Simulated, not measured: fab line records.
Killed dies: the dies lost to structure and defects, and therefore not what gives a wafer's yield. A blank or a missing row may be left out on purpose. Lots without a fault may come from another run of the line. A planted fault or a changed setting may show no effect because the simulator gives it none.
The same fault as seen by 2 desks | flow berkeley_cmos170 | what lay behind the numbers comes last; until then each desk has only its own

== FROM THE METROLOGY DESK ==
Lot by lot, what the gauges showed, no matter which tool ran the lot: averages of those sampled wafers that carry a number. Any lot whose mean is over 4 standard deviations away from the usual mean is out of limits and marked OUT; that distance is given in the brackets.
Columns: A = PWELL_OXIDE_THK at UCB170_PWELL_THK_MEAS_03, usual 26.3 nm; B = PWELL_NITRIDE_THK at UCB170_PWELL_THK_MEAS_06, usual 227.3 nm
lot  | first seen here | A    | B
L570 | day 2 11:31     | 27.8 | 226.9
L575 | day 3 17:59     | 26.9 | 226.7
L582 | day 5 04:32     | 27.1 | 226.5
L584 | day 5 13:08     | 26.7 | 229.5
L585 | day 5 17:34     | 25.8 | 226.5
L587 | day 6 07:16     | 26.4 | 228.5
L593 | day 7 15:09     | 26.6 | 229.5
This desk found nothing out of limits on any of the 7 lots.

== DESK OF THE TOOL OWNER: krf_scanner-02 ==
The tool's own readings at UCB170_PWELL_EXPOSE_10 (exposes mask PWELL, target cd 3000 nm): means of the sampled wafers that have a number, for each lot that ran on this tool. Any lot whose mean is over 4 standard deviations away from the usual mean is out of limits and marked OUT; that distance is given in the brackets.
Columns: A = reticle_temp_C at UCB170_PWELL_EXPOSE_10, usual 23.01 C
lot  | first seen here | A
L570 | day 2 18:49     | 23.10
L582 | day 5 14:10     | 23.07
L584 | day 5 19:41     | 22.97
L585 | day 5 23:37     | 22.92
This desk found nothing out of limits on any of the 4 lots.

== BROUGHT TOGETHER ==
The metrology desk saw nothing out of limits.
The desk of the tool owner found nothing out of limits.

== WHAT THE SIMULATOR HAD INSERTED ==
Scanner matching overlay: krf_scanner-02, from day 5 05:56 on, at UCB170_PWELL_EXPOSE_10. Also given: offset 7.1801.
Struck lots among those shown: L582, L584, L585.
